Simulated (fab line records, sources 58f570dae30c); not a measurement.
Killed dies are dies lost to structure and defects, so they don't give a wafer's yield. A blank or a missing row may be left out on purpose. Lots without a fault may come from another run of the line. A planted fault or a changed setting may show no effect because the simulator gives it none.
Problem report in the 8D (eight disciplines) form, filled by code | flow berkeley_cmos170 | the parts of the form that need people (team, actions taken, sign-off) are left out

1. THE PROBLEM
tilt_deg at UCB170_NWELL_IMPLANT_14 reads a mean of 10.387 degrees on 6 wafers of 2 lots; wafers without a fault read 6.998 degrees with a standard deviation of 0.02. That is +99 or more standard deviations from the usual mean.
First seen on wafer L568.2, day 3 20:37, on implanter-04. The record holds 42 wafers of 14 lots with a number at this step. Rule for "out", or "out of limits": more than 4 standard deviations from the usual mean. The other wafers with a number count as sound.

2. WHAT IT IS AND WHAT IT IS NOT
question                    | is                     | is not
which readings at this step | tilt_deg               | -
which lots                  | L568, L571             | L561, L562, L563, L564, L572, L574, L577, L578, L579, L580, L582, L583
which wafers of those lots  | all that have a number | -
read on which tools         | implanter-04           | implanter-01, implanter-02
when                        | from day 3 20:37       | up to then (12 sound wafers); but 24 sound wafers of L572, L574, L577, L578, L579, L580, L582, L583 came after

3. SUSPECTS, AND WHAT RULES EACH OUT
Counting: a tool at a process step up to the reading stays a suspect if it ran every lot that is out and no sound lot after the first of them.
- implanter-04 at UCB170_NWELL_IMPLANT_14: ruled out as a lasting fault. Sound lots L583 ran on it after its first lot that is out, L568 (day 3 20:37).
Left after counting: nothing in the record.

4. THE CAUSE (what the simulator had put in)
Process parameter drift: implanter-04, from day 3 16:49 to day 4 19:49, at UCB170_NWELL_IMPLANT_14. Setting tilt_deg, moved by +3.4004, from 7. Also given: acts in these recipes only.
Counting ruled it out, wrongly.

5. THE CHAIN OF EFFECTS, in route order
Each row: a reading whose mean over the struck wafers that have a number lies more than 3 standard deviations from the usual. Only readings for which the record gives a usual standard deviation are gone through. hours: the time from each lot's start at the first step in this table that gives one to its start at this step, as a median over the lots. sigmas: the change in usual standard deviations.
hours | step                    | reading  | usual         | on struck wafers | change | sigmas
0     | UCB170_NWELL_IMPLANT_14 | tilt_deg | 6.998 degrees | 10.387           | +3.389 | +99 or more
The process steps in it:
- UCB170_NWELL_IMPLANT_14
Later measuring or inspecting steps at which every struck wafer that the step has a row for has a number for every such reading, and none has moved that far: UCB170_FIELD_THK_MEAS_91.

6. WHAT WOULD HAVE CAUGHT IT SOONER
In this record the first reading out of limits was taken at day 3 20:37, 4 hours after the fault began at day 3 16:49.
